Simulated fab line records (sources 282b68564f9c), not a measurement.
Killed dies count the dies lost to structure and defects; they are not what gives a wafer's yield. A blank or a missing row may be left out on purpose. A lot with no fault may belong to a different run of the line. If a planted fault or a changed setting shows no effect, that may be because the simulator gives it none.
Code-filled problem report in 8D (eight disciplines) form / flow rit-cmos / the parts of the form that need people (team, actions taken, sign-off) are left out

## 1. PROBLEM STATEMENT
Mean of wafer_temp_C_max at RIT_SILICIDE_RTA_04: 722.5 across 6 wafers in 2 lots; on wafers with no fault it is 652.2 (standard deviation 0.52). That is +99 or more standard deviations from the usual mean.
The step: time 10 s, ramp up 5 s, ramp down 5 s.
The first sign was on wafer L498.4 at day 6 20:17, on rtp-anneal-02. The record holds 42 wafers of 14 lots with a number at this step. Rule for "out" (also "out of limits"): further than 4 standard deviations from the usual mean. All remaining wafers that have a number are taken as sound.

## 2. WHAT IT IS, WHAT IT ISN'T
question=which readings at this step; is=wafer_temp_C_max; is not=-
question=which lots; is=L498, L500; is not=L482, L483, L484, L485, L486, L487, L488, L490, L492, L494, L495, L497
question=which wafers of those lots; is=all that have a number; is not=-
question=read on which tools; is=rtp-anneal-02; is not=rtp-anneal-01
question=when; is=from day 6 20:17; is not=up to then (36 sound wafers)

## 3. WHAT RULES OUT EACH SUSPECT
Counting: a tool at a process step up to the reading stays a suspect if it ran every lot that is out and no sound lot after the first of them.
- rtp-anneal-02 at RIT_SILICIDE_RTA_04 (time 10 s, ramp up 5 s, ramp down 5 s): kept. All lots that are out passed through it, beginning with L498 at day 6 20:17, and no sound lot followed; its final sound lot before that point was L494 at day 6 00:35. Its own readings are out on those wafers: wafer_temp_C_max.
The count leaves rtp-anneal-02 at RIT_SILICIDE_RTA_04.

## 4. THE CAUSE (what the simulator had put in)
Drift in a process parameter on rtp-anneal-02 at RIT_SILICIDE_RTA_04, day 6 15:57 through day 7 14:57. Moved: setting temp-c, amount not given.
Only this tool survived the counting.

## 5. THE EFFECT CHAIN, in route order
Each row: a reading where the mean over the struck wafers with a number is more than 3 standard deviations away from the usual. Only readings for which the record gives a usual standard deviation are gone through. hours: the time from each lot's start at the first step in this table that gives one to its start at this step, as a median over the lots. sigmas: the change in usual standard deviations.
hours=0; step=RIT_SILICIDE_RTA_04; reading=wafer_temp_C_max; usual=652.2; on struck wafers=722.5; change=+70.3; sigmas=+99 or more
The process steps in it:
- RIT_SILICIDE_RTA_04: time 10 s, ramp up 5 s, ramp down 5 s.
Later measuring or inspecting steps at which every struck wafer that the step has a row for has a number for every such reading, and none has moved that far: RIT_CONTACT_CD_MEAS_90.

## 6. WHAT WOULD HAVE CAUGHT IT SOONER
4 hours passed between the start of the fault at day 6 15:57 and the first reading out of limits in this record, taken at day 6 20:17.
